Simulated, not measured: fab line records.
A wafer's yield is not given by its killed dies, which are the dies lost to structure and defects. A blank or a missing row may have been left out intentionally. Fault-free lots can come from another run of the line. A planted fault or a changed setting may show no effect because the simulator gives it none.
8D (eight disciplines) problem report, filled in by code	flow berkeley cmos170	the parts of the form that need people (team, actions taken, sign-off) are left out

== 1. THE ISSUE ==
On 3 wafers of 1 lot, run length s at UCB170_M3_SOFTBAKE_11 has a mean of 90.70 s; fault-free wafers read 89.06 s, standard deviation 0.18. That is +9.1 standard deviations from the usual mean.
The step: time 60 s.
First seen on wafer L277.1, day 10 20:00, on litho track-04. The record has a number at this step for 39 wafers belonging to 13 lots. The rule behind "out" and "out of limits": a value lying over 4 standard deviations away from the usual mean. Any other wafer with a number is counted as sound.

== 2. WHAT IT IS, AND WHAT IT ISN'T ==
question	is	is not
which readings at this step	run length s	chill plate temp C, exhaust pa, plate temp C
which lots	L277	L262, L263, L264, L267, L269, L270, L271, L273, L278, L280, L282, L285
which wafers of those lots	all that have a number	-
read on which tools	litho track-04	litho track-02, litho track-03
when	from day 10 20:00	up to then (24 sound wafers); but 12 sound wafers of L278, L280, L282, L285 came after

== 3. WHAT RULES OUT EACH SUSPECT ==
Counting: any tool at a process step up to the reading is kept as a suspect provided that every lot that is out went through it and no sound lot did after the first of them.
- plasma asher-03 at UCB170_M2_STRIP_19 (strips in O2): ruled out as a lasting fault. Sound lots L278, L282, L285 ran on it after its first lot that is out, L277 (day 10 16:22).
- litho track-04 at UCB170_M3_SOFTBAKE_11 (time 60 s): kept. It ran the lot that is out, L277 (day 10 20:00), and no sound lot after that; its last sound lot up to then is L273 (day 10 02:00). On those wafers its own readings are out: run length s.
Remaining after the count: litho track-04 at UCB170_M3_SOFTBAKE_11.

== 4. THE CAUSE (what the simulator had put in) ==
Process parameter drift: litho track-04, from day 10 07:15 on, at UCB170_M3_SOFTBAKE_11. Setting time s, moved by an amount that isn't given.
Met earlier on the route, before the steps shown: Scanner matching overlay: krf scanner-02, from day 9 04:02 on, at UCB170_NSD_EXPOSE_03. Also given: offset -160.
This tool alone remained once counting was done.

== 5. THE EFFECT CHAIN, in route order ==
One row per reading whose mean, taken over the struck wafers that have a number, lies over 3 standard deviations from the usual. Readings are gone through only where the record gives a usual standard deviation; hours: the median, over the lots, of the time from a lot's start at the first step in this table giving one to that lot's start at this step; sigmas: the change measured in usual standard deviations.
hours	step	reading	usual	on struck wafers	change	sigmas
0	UCB170_M3_SOFTBAKE_11	run length s	89.06 s	90.70	+1.64	+9.1
It contains these process steps:
- UCB170_M3_SOFTBAKE_11: time 60 s.
At these later measuring or inspecting steps, every struck wafer for which the step has a row has a number for every such reading, and none has moved that far: UCB170_M3_CD_MEAS_15.

== 6. WHAT WOULD HAVE CAUGHT IT SOONER ==
13 hours passed between the start of the fault at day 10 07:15 and the first reading out of limits in this record, taken at day 10 20:00.
